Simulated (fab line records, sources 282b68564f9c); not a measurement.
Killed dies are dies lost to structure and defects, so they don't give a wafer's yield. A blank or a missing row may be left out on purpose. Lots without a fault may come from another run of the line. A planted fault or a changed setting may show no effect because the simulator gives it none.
Which tool did it? | flow rit_cmos | 14 lots, 42 wafers sampled, at 7 steps of a route of 202

WHAT THE GAUGES READ, wafer by wafer
RIT_REOX_THK_MEAS_04. Usual: REOX_OXIDE_THK 25.0 nm, standard deviation 0.38.
lot  | measured    | on            | REOX_OXIDE_THK (nm) | flag
L215 | day 2 16:36 | film_metro-01 | 25.5 25.5 25.2      |
L217 | day 3 01:38 | film_metro-01 | 24.7 24.6 24.7      |
L218 | day 3 08:15 | film_metro-01 | 25.9 25.3 25.6      |
L219 | day 3 15:49 | film_metro-02 | 25.2 25.7 25.3      |
L220 | day 3 17:21 | film_metro-02 | 25.0 25.0 25.0      |
L221 | day 4 00:24 | film_metro-03 | 24.9 25.3 24.7      |
L222 | day 4 05:14 | film_metro-01 | 25.3 25.4 25.7      |
L225 | day 4 17:50 | film_metro-01 | 25.0 24.5 25.1      |
L231 | day 6 00:11 | film_metro-02 | 24.6 25.5 24.9      |
L232 | day 6 08:32 | film_metro-01 | 24.2 24.6 24.6      |
L233 | day 6 13:46 | film_metro-01 | 24.7 24.8 24.8      |
L234 | day 6 17:01 | film_metro-01 | 25.2 25.5 25.1      |
L235 | day 6 21:32 | film_metro-03 | 24.7 24.1 24.4      |
L238 | day 7 14:35 | film_metro-02 | 25.6 25.4 25.6      |

RIT_SPACER_THK_MEAS_04. Usual: SPACER_NITRIDE_THK 250.8 nm, standard deviation 2.1.
lot  | measured    | on            | SPACER_NITRIDE_THK (nm) | flag
L215 | day 2 22:04 | film_metro-04 | 253.4 254.3 255.0       |
L217 | day 3 08:16 | film_metro-04 | 246.0 247.8 247.8       |
L218 | day 3 13:40 | film_metro-03 | 248.3 249.1 247.9       |
L219 | day 3 22:13 | film_metro-03 | 254.2 254.9 255.9       |
L220 | day 3 23:11 | film_metro-04 | 248.7 249.6 250.3       |
L221 | day 4 05:50 | film_metro-04 | 252.3 254.5 253.6       |
L222 | day 4 12:08 | film_metro-04 | 246.5 247.0 247.8       |
L225 | day 4 23:28 | film_metro-04 | 82.7 83.1 81.3          | OFF
L231 | day 6 05:47 | film_metro-03 | 248.9 248.9 250.2       |
L232 | day 6 14:24 | film_metro-03 | 83.4 81.6 85.6          | OFF
L233 | day 6 20:05 | film_metro-03 | 249.0 247.9 249.8       |
L234 | day 7 00:44 | film_metro-01 | 252.3 253.5 253.8       |
L235 | day 7 03:49 | film_metro-03 | 249.4 249.4 251.2       |
L238 | day 7 20:45 | film_metro-04 | 250.2 250.8 252.1       |

RIT_M1_BOW_MEAS_16. Usual: M1_BOW 17 um, standard deviation 6.7.
lot  | measured    | on            | M1_BOW (um) | flag
L215 | day 3 09:05 | film_metro-01 | 5 9 14      |
L217 | day 3 20:28 | film_metro-01 | 3 16 27     |
L218 | day 4 01:33 | film_metro-01 | 16 9 22     |
L219 | day 4 09:18 | film_metro-01 | 16 22 26    |
L220 | day 4 10:46 | film_metro-02 | 8 13 20     |
L221 | day 4 17:11 | film_metro-02 | 21 23 28    |
L222 | day 4 23:04 | film_metro-04 | 26 23 13    |
L225 | day 5 10:14 | film_metro-04 | 3 -3 -5     |
L231 | day 6 18:08 | film_metro-01 | 8 22 17     |
L232 | day 7 02:05 | film_metro-04 | -8 -7 -6    | OFF
L233 | day 7 07:03 | film_metro-02 | 14 19 13    |
L234 | day 7 11:55 | film_metro-01 | 27 26 21    |
L235 | day 7 14:46 | film_metro-01 | 16 29 17    |
L238 | day 8 07:40 | film_metro-02 | 26 6 21     |

WHICH TOOL RAN EACH LOT (tool, then ch and the chambers of the sampled wafers, then the start)
lot  | RIT_NLDD_STRIP_09                   | RIT_SPACER_CVD_03          | RIT_SPACER_ETCHBACK_05            | RIT_SDANNEAL_RTA_03
L215 | plasma_asher-01 ch 0,1, day 2 18:00 | lpcvd-01 ch 0, day 2 20:09 | rie_diel-04 ch 1,2,3, day 2 22:07 | rtp_anneal-02 ch 0, day 3 01:40
L217 | plasma_asher-03 ch 0,1, day 3 03:08 | lpcvd-02 ch 0, day 3 05:22 | rie_diel-01 ch 0,1,2, day 3 08:19 | rtp_anneal-02 ch 0, day 3 11:50
L218 | plasma_asher-04 ch 0,1, day 3 09:29 | lpcvd-02 ch 1, day 3 11:45 | rie_diel-04 ch 1,2,3, day 3 13:43 | rtp_anneal-01 ch 0, day 3 17:13
L219 | plasma_asher-01 ch 0,1, day 3 17:14 | lpcvd-01 ch 0, day 3 19:20 | rie_diel-04 ch 0,3, day 3 22:16   | rtp_anneal-02 ch 0, day 4 01:55
L220 | plasma_asher-03 ch 0,1, day 3 18:36 | lpcvd-02 ch 1, day 3 21:16 | rie_diel-02 ch 0,1,2, day 3 23:14 | rtp_anneal-01 ch 0, day 4 03:02
L221 | plasma_asher-03 ch 0,1, day 4 01:49 | lpcvd-02 ch 1, day 4 03:54 | rie_diel-04 ch 0,3, day 4 05:53   | rtp_anneal-02 ch 0, day 4 09:37
L222 | plasma_asher-03 ch 0,1, day 4 06:44 | lpcvd-01 ch 1, day 4 09:15 | rie_diel-02 ch 0,1,2, day 4 12:11 | rtp_anneal-01 ch 0, day 4 15:43
L225 | plasma_asher-03 ch 0,1, day 4 19:07 | lpcvd-02 ch 1, day 4 21:32 | rie_diel-02 ch 2,3, day 4 23:31   | rtp_anneal-02 ch 0, day 5 03:01
L231 | plasma_asher-01 ch 0,1, day 6 01:44 | lpcvd-01 ch 1, day 6 03:50 | rie_diel-04 ch 2,3, day 6 05:49   | rtp_anneal-02 ch 0, day 6 09:29
L232 | plasma_asher-04 ch 0,1, day 6 10:06 | lpcvd-02 ch 1, day 6 12:29 | rie_diel-04 ch 0,1,2, day 6 14:28 | rtp_anneal-01 ch 0, day 6 17:49
L233 | plasma_asher-01 ch 0,1, day 6 15:00 | lpcvd-01 ch 1, day 6 17:12 | rie_diel-02 ch 0,1,3, day 6 20:08 | rtp_anneal-02 ch 0, day 6 23:41
L234 | plasma_asher-03 ch 0,1, day 6 18:16 | lpcvd-01 ch 0, day 6 20:25 | rie_diel-02 ch 1,2, day 7 00:47   | rtp_anneal-01 ch 0, day 7 04:17
L235 | plasma_asher-01 ch 0,1, day 6 22:52 | lpcvd-01 ch 1, day 7 00:54 | rie_diel-04 ch 0,1, day 7 03:50   | rtp_anneal-02 ch 0, day 7 07:29
L238 | plasma_asher-03 ch 0,1, day 7 15:50 | lpcvd-01 ch 1, day 7 17:52 | rie_diel-04 ch 0,3, day 7 20:49   | rtp_anneal-01 ch 0, day 8 00:10
- RIT_NLDD_STRIP_09: strips in O2, time 180 s.
- RIT_SPACER_CVD_03: deposits Si3N4 from SiH2Cl2/NH3, target thk 250 nm, time 3300 s.
- RIT_SPACER_ETCHBACK_05: etches Si3N4 in SF6/CHF3, stops on SiO2, target depth 250 nm, time 240 s.
- RIT_SDANNEAL_RTA_03: time 5 s.

WHAT THE TOOLS THEMSELVES READ (means of the sampled wafers that have a number; where no wafer has one, the mark that the record gives instead)
RIT_NLDD_STRIP_09. Usual: drypump_motor_current_A 5.5 A, standard deviation 0.38; o2_flow_sccm 4000 sccm, standard deviation 11.
lot  | tool            | drypump_motor_current_A (A) | o2_flow_sccm (sccm) | flag
L215 | plasma_asher-01 | 5.6                         | 4001                |
L217 | plasma_asher-03 | 5.3                         | 3999                |
L218 | plasma_asher-04 | 5.6                         | 3993                |
L219 | plasma_asher-01 | 5.9                         | 3999                |
L220 | plasma_asher-03 | 5.5                         | 3996                |
L221 | plasma_asher-03 | 5.2                         | 3996                |
L222 | plasma_asher-03 | 5.5                         | 3993                |
L225 | plasma_asher-03 | 5.3                         | 3995                |
L231 | plasma_asher-01 | 5.6                         | 3998                |
L232 | plasma_asher-04 | 5.6                         | 4000                |
L233 | plasma_asher-01 | 5.9                         | 3998                |
L234 | plasma_asher-03 | 5.3                         | 3999                |
L235 | plasma_asher-01 | 5.9                         | 4013                |
L238 | plasma_asher-03 | 5.5                         | 4004                |

RIT_SPACER_CVD_03. Usual: zone_power_load_pct 21.8 %, standard deviation 2.8.
lot  | tool     | zone_power_load_pct (%) | flag
L215 | lpcvd-01 | 25.3                    |
L217 | lpcvd-02 | 23.9                    |
L218 | lpcvd-02 | 21.3                    |
L219 | lpcvd-01 | 25.3                    |
L220 | lpcvd-02 | 21.4                    |
L221 | lpcvd-02 | 21.2                    |
L222 | lpcvd-01 | 18.3                    |
L225 | lpcvd-02 | 21.3                    |
L231 | lpcvd-01 | 18.6                    |
L232 | lpcvd-02 | 21.3                    |
L233 | lpcvd-01 | 18.6                    |
L234 | lpcvd-01 | 25.2                    |
L235 | lpcvd-01 | 18.6                    |
L238 | lpcvd-01 | 18.7                    |

RIT_SPACER_ETCHBACK_05. Usual: drypump_motor_current_A 6.0 A, standard deviation 0.58; oes_product_au 0.849 a.u., standard deviation 0.012; throttle_valve_pct 10.29 %, standard deviation 0.16.
lot  | tool        | drypump_motor_current_A (A) | oes_product_au (a.u.) | throttle_valve_pct (%) | flag
L215 | rie_diel-04 | 6.2                         | 0.853                 | 10.40                  |
L217 | rie_diel-01 | 6.4                         | 0.831                 | 10.18                  |
L218 | rie_diel-04 | 6.2                         | 0.837                 | 10.40                  |
L219 | rie_diel-04 | 6.6                         | 0.853                 | 10.50                  |
L220 | rie_diel-02 | 5.5                         | 0.856                 | 10.21                  |
L221 | rie_diel-04 | 6.6                         | 0.856                 | 10.41                  |
L222 | rie_diel-02 | 5.5                         | 0.850                 | 10.22                  |
L225 | rie_diel-02 | 5.9                         | 0.434                 | 10.17                  | OFF
L231 | rie_diel-04 | 6.2                         | 0.838                 | 10.45                  |
L232 | rie_diel-04 | 6.1                         | 0.440                 | 10.15                  | OFF
L233 | rie_diel-02 | 5.8                         | 0.840                 | 10.19                  |
L234 | rie_diel-02 | 5.6                         | 0.870                 | 10.16                  |
L235 | rie_diel-04 | 6.5                         | 0.853                 | 10.38                  |
L238 | rie_diel-04 | 6.6                         | 0.855                 | 10.40                  |

RIT_SDANNEAL_RTA_03. Usual: wafer_temp_C_max 1053.5, standard deviation 1.3.
lot  | tool          | wafer_temp_C_max | flag
L215 | rtp_anneal-02 | 1052.6           |
L217 | rtp_anneal-02 | 1054.2           |
L218 | rtp_anneal-01 | 1052.6           |
L219 | rtp_anneal-02 | 1052.1           |
L220 | rtp_anneal-01 | 1053.2           |
L221 | rtp_anneal-02 | 1053.7           |
L222 | rtp_anneal-01 | 1052.7           |
L225 | rtp_anneal-02 | 1053.9           |
L231 | rtp_anneal-02 | 1053.6           |
L232 | rtp_anneal-01 | 1052.9           |
L233 | rtp_anneal-02 | 1054.6           |
L234 | rtp_anneal-01 | 1054.8           |
L235 | rtp_anneal-02 | 1052.6           |
L238 | rtp_anneal-01 | 1054.2           |

THE ANSWER, worked out from the rows above alone
Rule: a lot is off if the mean of its wafers that have a number lies more than 3 standard deviations from the usual mean. A lot without any number at a reading at which 4 lots or more have one is off too. The other lots that the step has rows for count as sound. The gauges are gone through in route order, then the tools' own readings, and for those a lot's mean is taken as printed above. The first step at which some lot is off is used, and at that step the reading that is off furthest; a lot without a number counts as furthest.
Off: L225, L232, at RIT_SPACER_THK_MEAS_04 (SPACER_NITRIDE_THK).
A tool fits if, at a process step before that reading, it ran every lot that is off, and no sound lot after the first of them. The gauges at RIT_SPACER_THK_MEAS_04 aren't tried: what is off there is off at RIT_SPACER_ETCHBACK_05 too, on other tools, and a gauge's error can't cause that. One fits: lpcvd-02 at RIT_SPACER_CVD_03. Its last sound lot is L221 (day 4 03:54), its first lot that is off L225 (day 4 21:32): a fault that began between those two fits.

WHAT THE SIMULATOR HAD PUT IN
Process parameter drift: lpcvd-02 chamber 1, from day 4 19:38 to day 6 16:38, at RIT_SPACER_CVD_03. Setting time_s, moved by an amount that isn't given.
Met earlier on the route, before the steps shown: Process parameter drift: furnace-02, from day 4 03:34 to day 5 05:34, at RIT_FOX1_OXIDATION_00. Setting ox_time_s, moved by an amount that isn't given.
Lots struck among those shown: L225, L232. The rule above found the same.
